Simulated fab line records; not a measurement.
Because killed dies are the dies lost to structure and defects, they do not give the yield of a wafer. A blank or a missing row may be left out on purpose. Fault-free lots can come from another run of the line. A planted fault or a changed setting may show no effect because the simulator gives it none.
fab line records | flow berkeley-cmos170
[record] lots = 14 wafers = 42 last-day = 12
route steps=331 shown NVT@110 FIELD@126 M1@238 V1@257
lots untouched by any fault: they come from a run of this same line in which no faults occurred
start-h: hours from the record's opening day to when the first of the lot's shown wafers began | wait-h: hours from the lot's prior step to this one | " same as the row above | L1.1+2: several wafers, shown together as one row | - value missing, or start not given | * or withheld: withheld | < > ~ a bound
route shown NAME@n: NAME is a module with steps in the file, n the number in the route of the first one | usual: mean/standard deviation taken from wafers without a fault | same: alike in all rows | chamber/n: place in a boat | sites: each site's reading | _std_site: standard deviation across them | _edge_site: the outer-site mean with the inner-site mean subtracted | radius-mm: for every site, how far away it sits from the centre of the wafer | mask NAME#n: copy n | behind: the tool/chamber that last shaped the wafer | hold: cause of the lot's hold/its duration in hours/its outcome | device: names the non-switching transistor (n, p or np) | end of line: the route-end tests of the same wafers | a step with no rows: only its recipe | killed: at the first sort, the dies lost to defects and structure; wafer yield is something else | map: dies across one wafer; x = killed, . = not, _ = none there
set.NAME: the run value of the setting; set.NAME@STEP: its run value at that earlier step | model.NAME: the simulator's own value behind a step, which no gauge read
the route's steps for a sample of lots (tables are steps, rows are wafers)
services: when a tool's chamber went out of use (start-h, in hours from the record's first day, below 0 if earlier), for how many hours, and the reason
[[steps]]
[step UCB170_NVT_OVL_MEAS_06]
[usual] NVT_OVL = 0/4.3
// columns lot.wafer tool chamber start-h wait-h NVT_OVL[nm]
L135.1 overlay-02 - 106.19 - 6
L135.4 " - " " 2
L135.5 " - " " 4
L137.2 overlay-01 - 109.35 - -5
L137.4 " - " " 1
L137.6 " - " " -8
L136.3 overlay-01 - 109.63 - -4
L136.4 " - " " -1
L136.6 " - " " 0
L138.2 overlay-01 - 116.13 - 4
L138.3 " - " " 1
L138.4 " - " " 5
L139.2 overlay-02 - 116.24 - -7
L139.4 " - " " -3
L139.5 " - " " -3
L141.2 overlay-02 - 133.12 - -6
L141.3 " - " " -2
L141.4 " - " " -5
L142.1 overlay-01 - 144.11 - 1
L142.2 " - " " 0
L142.6 " - " " -2
L143.2 overlay-02 - 144.33 - -7
L143.4 " - " " 6
L143.6 " - " " 5
L147.3 overlay-01 - 152.53 - 4
L147.4 " - " " -1
L147.5 " - " " -5
L152.1 overlay-02 - 197.41 - -1
L152.5 " - " " -3
L152.6 " - " " -8
L154.3 overlay-01 - 201.08 - 3
L154.4 " - " " 6
L154.5 " - " " 5
L156.2 overlay-02 - 223.30 - -10
L156.3 " - " " -2
L156.4 " - " " -2
L158.3 overlay-01 - 228.91 - 3
L158.4 " - " " 2
L158.6 " - " " 2
L157.1 overlay-01 - 229.14 - 1
L157.3 " - " " -6
L157.5 " - " " -2
[step UCB170_FIELD_THK_MEAS_91]
[recipe] reads = SiO2_of_FIELD_OXIDATION_01
[usual] FIELD_OXIDE_LEFT_2_THK = 356/13
// columns lot.wafer tool chamber start-h wait-h FIELD_OXIDE_LEFT_2_THK[nm]
L135.1 film-metro-01 - 108.01 0.0 350
L135.4 " - " " 342
L135.5 " - " " 349
L137.2 film-metro-02 - 111.46 0.0 342
L137.4 " - " " 342
L137.6 " - " " 348
L136.3 film-metro-04 - 112.08 0.0 361
L136.4 " - " " 364
L136.6 " - " " 364
L138.2 film-metro-01 - 118.76 0.0 365
L138.3 " - " " 366
L138.4 " - " " 366
L139.2 film-metro-02 - 118.80 0.0 351
L139.4 " - " " 338
L139.5 " - " " 350
L141.2 film-metro-01 - 135.60 0.0 380
L141.3 " - " " 377
L141.4 " - " " 377
L142.1 film-metro-01 - 146.37 0.0 383
L142.2 " - " " 388
L142.6 " - " " 378
L143.2 film-metro-01 - 146.53 0.0 354
L143.4 " - " " 370
L143.6 " - " " 367
L147.3 film-metro-01 - 156.13 0.0 345
L147.4 " - " " 354
L147.5 " - " " 357
L152.1 film-metro-02 - 199.20 0.0 350
L152.5 " - " " 356
L152.6 " - " " 365
L154.3 film-metro-04 - 204.10 0.0 375
L154.4 " - " " 380
L154.5 " - " " 375
L156.2 film-metro-01 - 225.20 0.0 370
L156.3 " - " " 362
L156.4 " - " " 359
L158.3 film-metro-02 - 232.49 0.0 349
L158.4 " - " " 340
L158.6 " - " " 353
L157.1 film-metro-01 - 232.53 0.0 344
L157.3 " - " " 348
L157.5 " - " " 355
[step UCB170_M1_SPUTTER_00]
[recipe] material = Al target-thk-nm = 600 time-s = 80 power-w = 6000 chamber-pressure-pa = 0.5
[usual] cathode-dc-power-W = 6000.2/1.1 chamber-pressure-pa = 0.5000/0.00096 throttle-valve-pct = 29.8/1.4
// columns lot.wafer tool chamber start-h wait-h cathode-dc-power-W chamber-pressure-pa throttle-valve-pct
L135.1 pvd-sputter-04 - 136.92 0.0 5998.8 0.5013 30.5
L135.4 " - " " 5997.7 0.5004 29.2
L135.5 " - " " 6001.4 0.4998 28.1
L136.3 pvd-sputter-01 - 144.28 0.0 5999.3 0.4988 31.2
L136.4 " - " " 5999.2 0.5017 28.8
L136.6 " - " " 6000.2 0.5018 28.9
L137.2 pvd-sputter-02 - 146.00 0.0 6001.6 0.4987 27.2
L137.4 " - " " 5999.2 0.5000 29.6
L137.6 " - " " 6001.0 0.5009 29.7
L139.2 pvd-sputter-01 - 155.44 0.0 6001.1 0.5020 31.5
L139.4 " - " " 6001.4 0.5007 30.9
L139.5 " - " " 6000.9 0.5004 29.2
L138.2 pvd-sputter-04 - 155.61 0.0 5999.1 0.5007 30.2
L138.3 " - " " 6000.2 0.5010 28.2
L138.4 " - " " 6001.7 0.4995 30.6
L141.2 pvd-sputter-02 - 167.92 0.0 6002.7 0.5004 27.1
L141.3 " - " " 5999.5 0.5004 32.5
L141.4 " - " " 6000.5 0.4990 29.5
L142.1 pvd-sputter-02 - 178.54 0.0 6000.7 0.4998 29.3
L142.2 " - " " 5999.5 0.4999 29.8
L142.6 " - " " 5999.7 0.5007 27.1
L143.2 pvd-sputter-04 - 182.96 0.0 5998.5 0.4980 30.0
L143.4 " - " " 6000.0 0.4992 30.5
L143.6 " - " " 6000.5 0.5011 29.1
L147.3 pvd-sputter-02 - 193.53 0.0 6002.3 0.5005 32.7
L147.4 " - " " 6000.3 0.5008 29.5
L147.5 " - " " 5999.3 0.5017 29.6
L152.1 pvd-sputter-04 - 232.54 0.0 6001.8 0.5004 30.6
L152.5 " - " " 5999.9 0.4999 29.3
L152.6 " - " " 6001.9 0.5008 30.3
L154.3 pvd-sputter-01 - 239.42 0.0 6000.1 0.5002 29.0
L154.4 " - " " 6000.1 0.4987 30.3
L154.5 " - " " 5999.4 0.5021 28.9
L156.2 pvd-sputter-01 - 261.03 0.0 5999.3 0.5006 30.8
L156.3 " - " " 6001.0 0.4991 31.4
L156.4 " - " " 5999.8 0.4995 29.3
L157.1 pvd-sputter-04 - 265.23 0.0 5998.2 0.4996 30.2
L157.3 " - " " 6000.4 0.5015 30.4
L157.5 " - " " 5999.4 0.4992 29.2
L158.3 pvd-sputter-02 - 266.63 0.0 6001.1 0.5009 32.5
L158.4 " - " " 6002.1 0.5005 29.7
L158.6 " - " " 6000.5 0.4994 29.6
[step UCB170_M1_RS_MEAS_01]
[recipe] thk-meas-gauge = four-point-probe reads = Al_of_M1_SPUTTER_00
[usual] M1_AL_RS = 0.0483/0.00057
// columns lot.wafer tool chamber start-h wait-h M1_AL_RS[ohm/sq]
L135.1 film-metro-01 - 136.98 0.0 0.0486
L135.4 " - " " 0.0489
L135.5 " - " " 0.0489
L136.3 film-metro-02 - 144.38 0.1 0.0483
L136.4 " - " " 0.0482
L136.6 " - " " 0.0483
L137.2 film-metro-01 - 146.09 0.1 0.0484
L137.4 " - " " 0.0493
L137.6 " - " " 0.0491
L139.2 film-metro-01 - 155.52 0.1 0.0476
L139.4 " - " " 0.0488
L139.5 " - " " 0.0478
L138.2 film-metro-03 - 155.69 0.1 0.0479
L138.3 " - " " 0.0474
L138.4 " - " " 0.0478
L141.2 film-metro-03 - 168.00 0.1 0.0481
L141.3 " - " " 0.0483
L141.4 " - " " 0.0486
L142.1 film-metro-03 - 178.60 0.0 0.1077
L142.2 " - " " 0.1100
L142.6 " - " " 0.1072
L143.2 film-metro-01 - 183.04 0.1 0.0480
L143.4 " - " " 0.0481
L143.6 " - " " 0.0488
L147.3 film-metro-02 - 193.64 0.1 0.1162
L147.4 " - " " 0.1130
L147.5 " - " " 0.1122
L152.1 film-metro-03 - 232.60 0.0 0.0488
L152.5 " - " " 0.0492
L152.6 " - " " 0.0484
L154.3 film-metro-01 - 239.52 0.1 0.0489
L154.4 " - " " 0.0478
L154.5 " - " " 0.0484
L156.2 film-metro-03 - 261.11 0.1 0.0489
L156.3 " - " " 0.0486
L156.4 " - " " 0.0486
L157.1 film-metro-02 - 265.29 0.0 0.0479
L157.3 " - " " 0.0478
L157.5 " - " " 0.0482
L158.3 film-metro-03 - 266.73 0.1 0.0483
L158.4 " - " " 0.0477
L158.6 " - " " 0.0479
[step UCB170_M1_THK_MEAS_02]
[recipe] thk-meas-gauge = xrf reads = Al_of_M1_SPUTTER_00
[usual] M1_AL_THK = 595/7.4
// columns lot.wafer tool chamber start-h wait-h M1_AL_THK[nm]
L135.1 film-metro-01 - 137.10 0.1 596
L135.4 " - " " 595
L135.5 " - " " 591
L136.3 film-metro-02 - 144.48 0.1 602
L136.4 " - " " 600
L136.6 " - " " 600
L137.2 film-metro-01 - 146.20 0.1 598
L137.4 " - " " 585
L137.6 " - " " 585
L139.2 film-metro-01 - 155.63 0.1 609
L139.4 " - " " 593
L139.5 " - " " 607
L138.2 film-metro-03 - 155.80 0.1 593
L138.3 " - " " 599
L138.4 " - " " 594
L141.2 film-metro-03 - 168.11 0.1 592
L141.3 " - " " 591
L141.4 " - " " 590
L142.1 film-metro-03 - 178.72 0.1 271
L142.2 " - " " 266
L142.6 " - " " 270
L143.2 film-metro-01 - 183.15 0.1 602
L143.4 " - " " 601
L143.6 " - " " 592
L147.3 film-metro-02 - 193.74 0.1 255
L147.4 " - " " 260
L147.5 " - " " 263
L152.1 film-metro-03 - 232.72 0.1 584
L152.5 " - " " 579
L152.6 " - " " 589
L154.3 film-metro-01 - 239.62 0.1 592
L154.4 " - " " 605
L154.5 " - " " 599
L156.2 film-metro-03 - 261.22 0.1 585
L156.3 " - " " 590
L156.4 " - " " 589
L157.1 film-metro-02 - 265.41 0.1 605
L157.3 " - " " 603
L157.5 " - " " 598
L158.3 film-metro-03 - 266.83 0.1 593
L158.4 " - " " 596
L158.6 " - " " 593
[step UCB170_M1_METAL_ETCH_12]
[recipe] chemistry = Cl2/BCl3 target = Al stop-on = PSG pressure-mtorr = 12 target-depth-a = 7800 over-etch-frac = 0.3 time-s = 130 icp-w = 600 bias-w = 120 Cl2_flow_sccm = 90 bcl3-flow-sccm = 45
[usual] drypump-motor-current-A = 5.7/0.46 oes-product-au = 0.859/0.012 throttle-valve-pct = 24.3/0.38
// columns lot.wafer tool chamber start-h wait-h drypump-motor-current-A oes-product-au rf-hours-counter-h throttle-valve-pct
L135.1 rie-metal-04 1 141.93 - 6.7 0.853 1.2 23.8
L135.4 " 1 " " 6.7 0.851 - 23.8
L135.5 " 0 " " 5.1 0.845 - 24.8
L136.3 rie-metal-04 1 146.26 - 6.7 0.853 - 23.8
L136.4 " 0 " " 5.1 0.847 - 24.8
L136.6 " 1 " " 6.7 0.844 - 23.8
L137.2 rie-metal-01 1 147.50 - 5.5 0.859 1.1 23.9
L137.4 " 0 " " 5.5 0.856 - 24.8
L137.6 " 1 " " 5.5 0.856 - 23.9
L139.2 rie-metal-02 0 157.17 - 5.8 0.886 3.2 24.2
L139.4 " 1 " " 5.7 0.842 - 24.3
L139.5 " 0 " " 5.8 0.877 - 24.2
L138.2 rie-metal-01 0 157.44 - 5.4 0.863 4.3 24.7
L138.3 " 0 " " 5.4 0.876 - 24.7
L138.4 " 1 " " 5.5 0.873 - 23.9
L141.2 rie-metal-02 1 169.88 - 5.6 0.851 3.0 24.3
L141.3 " 0 " " 5.8 0.874 - 24.2
L141.4 " 1 " " 5.7 0.849 - 24.3
L142.1 rie-metal-01 0 179.95 - 5.5 0.601 4.7 24.9
L142.2 " 1 " " 5.5 0.603 1.8 24.1
L142.6 " 1 " " 5.5 0.609 - 24.1
L143.2 rie-metal-04 0 184.36 - 5.2 0.855 8.8 24.8
L143.4 " 0 " " 5.2 0.850 - 24.8
L143.6 " 1 " " 6.7 0.838 - 23.8
L147.3 rie-metal-01 1 195.06 - 5.5 0.573 - 24.1
L147.4 " 0 " " 5.4 0.589 - 24.9
L147.5 " 0 " " 5.4 0.593 - 24.9
L152.1 rie-metal-01 0 233.82 - 5.4 0.858 6.1 24.8
L152.5 " 1 " " 5.5 0.861 - 23.9
L152.6 " 0 " " 5.4 0.854 - 24.8
L154.3 rie-metal-01 0 240.95 - 5.4 0.853 - 24.8
L154.4 " 1 " " 5.5 0.877 - 23.9
L154.5 " 0 " " 5.4 0.868 - 24.8
L156.2 rie-metal-01 1 262.31 - 5.5 0.861 3.9 23.9
L156.3 " 0 " " 5.4 0.863 - 24.7
L156.4 " 1 " " 5.5 0.857 - 24.0
L157.1 rie-metal-04 1 266.63 - 6.7 0.857 4.9 23.8
L157.3 " 0 " " 5.1 0.863 - 24.8
L157.5 " 1 " " 6.7 0.852 - 23.8
L158.3 rie-metal-02 0 268.13 - 5.8 0.874 - 24.2
L158.4 " 1 " " 5.6 0.856 - 24.3
L158.6 " 0 " " 5.8 0.874 - 24.2
[step UCB170_V1_BOW_MEAS_03]
[recipe] mode = bow
[usual] V1_BOW = 20/6.8
// columns lot.wafer tool chamber start-h wait-h V1_BOW[um]
L135.1 film-metro-03 - 145.90 0.1 12
L135.4 " - " " 13
L135.5 " - " " 13
L136.3 film-metro-03 - 150.25 0.3 32
L136.4 " - " " 26
L136.6 " - " " 24
L137.2 film-metro-04 - 150.53 0.2 20
L137.4 " - " " 27
L137.6 " - " " 17
L138.2 film-metro-01 - 161.95 0.1 20
L138.3 " - " " 10
L138.4 " - " " 26
L139.2 film-metro-01 - 162.25 0.2 23
L139.4 " - " " 11
L139.5 " - " " 9
L141.2 film-metro-04 - 175.72 0.3 18
L141.3 " - " " 23
L141.4 " - " " 20
L142.1 film-metro-04 - 185.03 0.2 23
L142.2 " - " " 22
L142.6 " - " " 27
L143.2 film-metro-03 - 189.13 0.1 10
L143.4 " - " " 35
L143.6 " - " " 31
L147.3 film-metro-03 - 205.13 0.3 13
L147.4 " - " " 10
L147.5 " - " " 27
L152.1 film-metro-04 - 239.66 0.1 18
L152.5 " - " " 15
L152.6 " - " " 18
L154.3 film-metro-04 - 245.28 0.2 21
L154.4 " - " " 28
L154.5 " - " " 26
L156.2 film-metro-04 - 267.53 0.3 34
L156.3 " - " " 21
L156.4 " - " " 30
L157.1 film-metro-03 - 275.44 0.1 22
L157.3 " - " " 10
L157.5 " - " " 7
L158.3 film-metro-04 - 275.48 0.2 14
L158.4 " - " " 12
L158.6 " - " " 13
[[services]]
// columns tool chamber start-h hours kind
pvd-sputter-04 - 143.17 3.4 repair
pvd-sputter-01 - 167.96 1.8 repair
pvd-sputter-02 - 188.63 1.7 repair
pvd-sputter-01 - 194.75 3.0 repair
pvd-sputter-01 - 228.90 0.7 repair
pvd-sputter-01 - 230.94 0.9 repair
pvd-sputter-04 - 236.19 9.1 repair
[[key]]
[first-sign] step = UCB170_M1_RS_MEAS_01 reading = M1_AL_RS direction = up sigmas = 99+ usual = 0.0483 struck = 0.1110
[effect] step = UCB170_M1_THK_MEAS_02 reading = M1_AL_THK direction = down sigmas = 45 usual = 595 struck = 264
[effect] step = UCB170_M1_METAL_ETCH_12 reading = oes-product-au direction = down sigmas = 23 usual = 0.859 struck = 0.595
met-at UCB170_M1_SPUTTER_00
struck-lots L142,L147
not-acting-at UCB170_NVT_OVL_MEAS_06,UCB170_FIELD_THK_MEAS_91,UCB170_V1_BOW_MEAS_03
onset-between 167.92 178.54
[fault] kind = process-parameter-drift tool = pvd-sputter-02 chamber = - onset-h = 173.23 steps = UCB170_M1_SPUTTER_00 channel = target-thk-nm offset = -330 shape = step end-h = 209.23 acts-in = these-recipes-only stated = 600
